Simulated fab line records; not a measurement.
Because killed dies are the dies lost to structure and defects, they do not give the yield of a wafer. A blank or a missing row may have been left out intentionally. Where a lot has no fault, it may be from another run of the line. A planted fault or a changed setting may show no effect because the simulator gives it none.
The tool behind it: which one? / flow berkeley_cmos170 / 13 lots with 39 wafers sampled at 5 steps, on a route of 331 steps

== WHAT THE GAUGES READ, wafer by wafer ==
UCB170_CONTACT_CD_MEAS_15: target cd 700 nm. Usual: cd_nm reads 699.9 nm (standard deviation 1.4).
lot=L332; measured=day 6 22:12; on=cd_sem-02; cd_nm (nm)=699.8 701.7 699.8; flag=
lot=L331; measured=day 6 22:19; on=cd_sem-02; cd_nm (nm)=703.8 702.7 703.0; flag=
lot=L330; measured=day 7 00:23; on=cd_sem-01; cd_nm (nm)=699.4 700.4 699.9; flag=
lot=L334; measured=day 7 06:45; on=cd_sem-01; cd_nm (nm)=700.6 700.3 699.8; flag=
lot=L335; measured=day 7 20:14; on=cd_sem-02; cd_nm (nm)=699.9 701.7 698.9; flag=
lot=L340; measured=day 9 03:15; on=cd_sem-01; cd_nm (nm)=699.7 700.0 699.1; flag=
lot=L344; measured=day 9 23:18; on=cd_sem-02; cd_nm (nm)=698.1 698.9 698.2; flag=
lot=L345; measured=day 10 07:57; on=cd_sem-01; cd_nm (nm)=698.8 699.3 699.9; flag=
lot=L347; measured=day 11 06:06; on=cd_sem-02; cd_nm (nm)=700.9 699.5 700.5; flag=
lot=L349; measured=day 11 06:36; on=cd_sem-01; cd_nm (nm)=701.4 701.1 700.4; flag=
lot=L351; measured=day 11 11:57; on=cd_sem-02; cd_nm (nm)=700.2 700.7 700.0; flag=
lot=L352; measured=day 12 05:59; on=cd_sem-01; cd_nm (nm)=697.7 697.0 697.0; flag=
lot=L353; measured=day 12 06:23; on=cd_sem-02; cd_nm (nm)=697.0 697.3 697.8; flag=

UCB170_CONTACT_CD_MEAS_90: target cd 700 nm. Usual: cd_nm reads 700.0 nm (standard deviation 1.6).
lot=L332; measured=day 6 22:37; on=cd_sem-02; cd_nm (nm)=699.5 701.9 699.8; flag=
lot=L331; measured=day 6 22:44; on=cd_sem-01; cd_nm (nm)=705.2 701.8 704.5; flag=
lot=L330; measured=day 7 00:49; on=cd_sem-01; cd_nm (nm)=698.5 701.8 699.1; flag=
lot=L334; measured=day 7 07:10; on=cd_sem-02; cd_nm (nm)=700.1 700.3 699.7; flag=
lot=L335; measured=day 7 20:39; on=cd_sem-01; cd_nm (nm)=699.5 701.5 697.9; flag=
lot=L340; measured=day 9 03:40; on=cd_sem-01; cd_nm (nm)=698.7 699.3 699.4; flag=
lot=L344; measured=day 9 23:43; on=cd_sem-01; cd_nm (nm)=697.5 698.4 699.2; flag=
lot=L345; measured=day 10 08:22; on=cd_sem-01; cd_nm (nm)=698.1 698.4 698.9; flag=
lot=L347; measured=day 11 06:50; on=cd_sem-01; cd_nm (nm)=701.2 700.2 700.4; flag=
lot=L349; measured=day 11 07:12; on=cd_sem-01; cd_nm (nm)=700.4 702.2 700.9; flag=
lot=L351; measured=day 11 12:25; on=cd_sem-01; cd_nm (nm)=701.0 700.8 699.4; flag=
lot=L352; measured=day 12 06:29; on=cd_sem-01; cd_nm (nm)=698.8 697.9 698.8; flag=
lot=L353; measured=day 12 06:48; on=cd_sem-02; cd_nm (nm)=697.8 696.7 698.8; flag=

UCB170_V2_THK_MEAS_04. Usual: V2_POLISHED_THK gives 1000.3 nm (standard deviation 1.2).
lot=L332; measured=day 7 13:37; on=film_metro-02; V2_POLISHED_THK (nm)=1001.2 998.4 1000.6; flag=
lot=L331; measured=day 7 14:40; on=film_metro-03; V2_POLISHED_THK (nm)=999.1 999.4 1002.3; flag=
lot=L330; measured=day 7 14:13; on=film_metro-03; V2_POLISHED_THK (nm)=1000.9 1001.1 1001.3; flag=
lot=L334; measured=day 7 21:13; on=film_metro-04; V2_POLISHED_THK (nm)=1000.7 1001.2 1001.4; flag=
lot=L335; measured=day 8 11:25; on=film_metro-03; V2_POLISHED_THK (nm)=1000.9 1001.1 1000.5; flag=
lot=L340; measured=day 9 18:13; on=film_metro-04; V2_POLISHED_THK (nm)=999.7 1355.8 999.1; flag=OFF
lot=L344; measured=day 10 13:37; on=film_metro-02; V2_POLISHED_THK (nm)=998.7 1002.9 999.7; flag=
lot=L345; measured=day 10 23:22; on=film_metro-03; V2_POLISHED_THK (nm)=1001.6 999.2 998.3; flag=
lot=L347; measured=day 11 18:06; on=film_metro-03; V2_POLISHED_THK (nm)=1000.6 1000.6 999.0; flag=
lot=L349; measured=day 11 18:28; on=film_metro-03; V2_POLISHED_THK (nm)=1000.7 1001.4 1001.6; flag=
lot=L351; measured=day 12 03:33; on=film_metro-04; V2_POLISHED_THK (nm)=1000.2 998.4 1002.2; flag=
lot=L352; measured=day 12 20:16; on=film_metro-03; V2_POLISHED_THK (nm)=1000.6 998.1 1001.2; flag=
lot=L353; measured=day 12 21:13; on=film_metro-04; V2_POLISHED_THK (nm)=999.0 1000.7 999.7; flag=

== TOOL THAT RAN EACH LOT (tool first, then ch and the chambers of the sampled wafers, then the start) ==
lot=L332; UCB170_M2_ETCH_17=rie_diel-03 ch 0,3, day 7 12:29; UCB170_V2_CMP_02=cmp-02 ch 0,1,2, day 7 13:16
lot=L331; UCB170_M2_ETCH_17=rie_diel-03 ch 1,2,3, day 7 13:34; UCB170_V2_CMP_02=cmp-02 ch 0,1,3, day 7 14:14
lot=L330; UCB170_M2_ETCH_17=rie_diel-02 ch 0,3, day 7 13:02; UCB170_V2_CMP_02=cmp-01 ch 0,2, day 7 13:47
lot=L334; UCB170_M2_ETCH_17=rie_diel-03 ch 2,3, day 7 20:06; UCB170_V2_CMP_02=cmp-01 ch 0,1,3, day 7 20:52
lot=L335; UCB170_M2_ETCH_17=rie_diel-03 ch 0,2,3, day 8 10:08; UCB170_V2_CMP_02=cmp-01 ch 1,2, day 8 10:58
lot=L340; UCB170_M2_ETCH_17=rie_diel-01 ch 0,2,3, day 9 17:07; UCB170_V2_CMP_02=cmp-01 ch 0,1, day 9 17:50
lot=L344; UCB170_M2_ETCH_17=rie_diel-01 ch 0,2,3, day 10 12:31; UCB170_V2_CMP_02=cmp-02 ch 1,2,3, day 10 13:17
lot=L345; UCB170_M2_ETCH_17=rie_diel-02 ch 0,3, day 10 22:17; UCB170_V2_CMP_02=cmp-02 ch 1,2,3, day 10 23:02
lot=L347; UCB170_M2_ETCH_17=rie_diel-01 ch 0,1,3, day 11 17:00; UCB170_V2_CMP_02=cmp-02 ch 0,1,3, day 11 17:40
lot=L349; UCB170_M2_ETCH_17=rie_diel-03 ch 1,2,3, day 11 17:22; UCB170_V2_CMP_02=cmp-02 ch 1,2,3, day 11 18:05
lot=L351; UCB170_M2_ETCH_17=rie_diel-02 ch 1,2, day 12 02:28; UCB170_V2_CMP_02=cmp-02 ch 0,3, day 12 03:07
lot=L352; UCB170_M2_ETCH_17=rie_diel-02 ch 2,3, day 12 19:00; UCB170_V2_CMP_02=cmp-01 ch 2,3, day 12 19:51
lot=L353; UCB170_M2_ETCH_17=rie_diel-02 ch 1,2,3, day 12 20:08; UCB170_V2_CMP_02=cmp-02 ch 1,2,3, day 12 20:50
- UCB170_M2_ETCH_17: etches BARC in N2/H2.
- UCB170_V2_CMP_02: polishes SiO2.

== AS READ BY THE TOOLS THEMSELVES (means over the sampled wafers that have a number; for cases with no such wafer, the mark the record gives instead) ==
UCB170_M2_ETCH_17. Usual: drypump_motor_current_A 5.8 A, standard deviation 0.44; oes_product_au 1.008 a.u., standard deviation 0.021; throttle_valve_pct 13.31 %, standard deviation 0.16.
lot=L332; tool=rie_diel-03; drypump_motor_current_A (A)=5.9; oes_product_au (a.u.)=1.021; throttle_valve_pct (%)=13.32; flag=
lot=L331; tool=rie_diel-03; drypump_motor_current_A (A)=5.9; oes_product_au (a.u.)=1.003; throttle_valve_pct (%)=13.23; flag=
lot=L330; tool=rie_diel-02; drypump_motor_current_A (A)=5.5; oes_product_au (a.u.)=1.023; throttle_valve_pct (%)=13.48; flag=
lot=L334; tool=rie_diel-03; drypump_motor_current_A (A)=6.3; oes_product_au (a.u.)=1.008; throttle_valve_pct (%)=13.11; flag=
lot=L335; tool=rie_diel-03; drypump_motor_current_A (A)=6.2; oes_product_au (a.u.)=1.000; throttle_valve_pct (%)=13.27; flag=
lot=L340; tool=rie_diel-01; drypump_motor_current_A (A)=5.8; oes_product_au (a.u.)=1.002; throttle_valve_pct (%)=13.17; flag=
lot=L344; tool=rie_diel-01; drypump_motor_current_A (A)=5.8; oes_product_au (a.u.)=0.992; throttle_valve_pct (%)=13.19; flag=
lot=L345; tool=rie_diel-02; drypump_motor_current_A (A)=5.5; oes_product_au (a.u.)=1.022; throttle_valve_pct (%)=13.48; flag=
lot=L347; tool=rie_diel-01; drypump_motor_current_A (A)=5.7; oes_product_au (a.u.)=1.024; throttle_valve_pct (%)=13.26; flag=
lot=L349; tool=rie_diel-03; drypump_motor_current_A (A)=5.9; oes_product_au (a.u.)=0.995; throttle_valve_pct (%)=13.23; flag=
lot=L351; tool=rie_diel-02; drypump_motor_current_A (A)=5.4; oes_product_au (a.u.)=1.001; throttle_valve_pct (%)=13.29; flag=
lot=L352; tool=rie_diel-02; drypump_motor_current_A (A)=5.4; oes_product_au (a.u.)=1.024; throttle_valve_pct (%)=13.30; flag=
lot=L353; tool=rie_diel-02; drypump_motor_current_A (A)=5.6; oes_product_au (a.u.)=1.022; throttle_valve_pct (%)=13.28; flag=

UCB170_V2_CMP_02. Usual: motor_current_A reads 17.0 A (standard deviation 1.8).
lot=L332; tool=cmp-02; motor_current_A (A)=17.0; flag=
lot=L331; tool=cmp-02; motor_current_A (A)=17.6; flag=
lot=L330; tool=cmp-01; motor_current_A (A)=16.2; flag=
lot=L334; tool=cmp-01; motor_current_A (A)=17.5; flag=
lot=L335; tool=cmp-01; motor_current_A (A)=17.3; flag=
lot=L340; tool=cmp-01; motor_current_A (A)=19.6; flag=
lot=L344; tool=cmp-02; motor_current_A (A)=16.0; flag=
lot=L345; tool=cmp-02; motor_current_A (A)=15.4; flag=
lot=L347; tool=cmp-02; motor_current_A (A)=17.6; flag=
lot=L349; tool=cmp-02; motor_current_A (A)=15.8; flag=
lot=L351; tool=cmp-02; motor_current_A (A)=18.2; flag=
lot=L352; tool=cmp-01; motor_current_A (A)=15.3; flag=
lot=L353; tool=cmp-02; motor_current_A (A)=16.0; flag=

== THE ANSWER, worked out from the rows above alone ==
Rule: take the mean of a lot's wafers that have a number; if it is more than 3 standard deviations from the usual mean, the lot is off. Also off: a lot with no number at a reading for which 4 or more lots have one. The other lots that the step has rows for count as sound. First the gauges in route order, then the tools' own readings, where a lot's mean is used as printed above. The first step at which some lot is off is used, and at that step the reading that is off furthest; a lot without a number counts as furthest.
Off: at UCB170_V2_THK_MEAS_04 (V2_POLISHED_THK), L340.
A tool fits if, at a process step before that reading, it ran every lot that is off, and no sound lot after the first of them. The gauges at UCB170_V2_THK_MEAS_04 are tried like those tools. None of those tried fits.

== WHAT WAS PUT IN BY THE SIMULATOR ==
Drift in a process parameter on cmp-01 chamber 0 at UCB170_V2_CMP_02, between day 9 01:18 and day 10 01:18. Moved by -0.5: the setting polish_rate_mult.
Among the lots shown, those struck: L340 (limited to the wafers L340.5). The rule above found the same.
